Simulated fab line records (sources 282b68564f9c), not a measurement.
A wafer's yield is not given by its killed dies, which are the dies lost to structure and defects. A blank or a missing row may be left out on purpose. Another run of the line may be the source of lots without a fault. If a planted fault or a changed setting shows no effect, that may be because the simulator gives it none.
One fault seen from 2 desks ; flow ritCmos ; what lay behind the numbers comes last; until then each desk has only its own

## FOR THE TOOL OWNER'S DESK: pecvd-04
The tool's own readings at RIT_CONTACT_CVD_00 (deposits SiO2 from TEOS, target thk 400 nm, time 61 s): means of the sampled wafers that have a number, for each lot that ran on this tool. Any lot whose mean is over 4 standard deviations away from the usual mean is out of limits and marked OUT; that distance is given in the brackets.
Columns: A = heaterPowerW at RIT_CONTACT_CVD_00, usual 296 W
lot;first seen here;A
L221;day 3 15:25;349
L224;day 4 02:27;356
L231;day 5 09:22;342
L233;day 5 20:14;281
This desk found nothing out of limits on any of the 4 lots.

## METROLOGY DESK
What the gauges read for every lot (on any tool): the sampled wafers with a number, averaged. Any lot whose mean is over 4 standard deviations away from the usual mean is out of limits and marked OUT; that distance is given in the brackets.
Columns: A = CONTACT_TEOS_THK at RIT_CONTACT_THK_MEAS_01, usual 399 nm
lot;first seen here;A
L221;day 3 15:28;395
L223;day 3 19:40;396
L222;day 3 21:41;393
L224;day 4 02:30;401
L225;day 4 07:03;391
L226;day 4 12:16;394
L231;day 5 09:25;563 (+32) OUT
L230;day 5 11:39;399
L233;day 5 20:18;563 (+31) OUT
L237;day 6 14:32;402
L238;day 6 16:28;399
L240;day 7 06:56;400
L241;day 7 10:57;401
L243;day 7 22:16;398
Finding of this desk: L231, L233 out of limits, first seen on L231 at day 5 09:25 (CONTACT_TEOS_THK at RIT_CONTACT_THK_MEAS_01). Within limits: L221, L223, L222, L224, L225, L226, L230, L237, L238, L240, L241, L243.

## PUT TOGETHER
An alarm was possible from the metrology desk at day 5 09:25, on L231, L233.
The tool owner's desk saw nothing out of limits.
On record at the tool owner's desk: L231, L233, within its limits.
Every lot named ran RIT_CONTACT_CVD_00 on pecvd-04.

## WHAT WAS PUT IN BY THE SIMULATOR
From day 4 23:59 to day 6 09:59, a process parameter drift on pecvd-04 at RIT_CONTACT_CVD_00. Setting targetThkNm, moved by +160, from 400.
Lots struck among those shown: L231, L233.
Time in hours between the start of the fault and the first out-of-limits reading at each desk: metrology desk, 9.
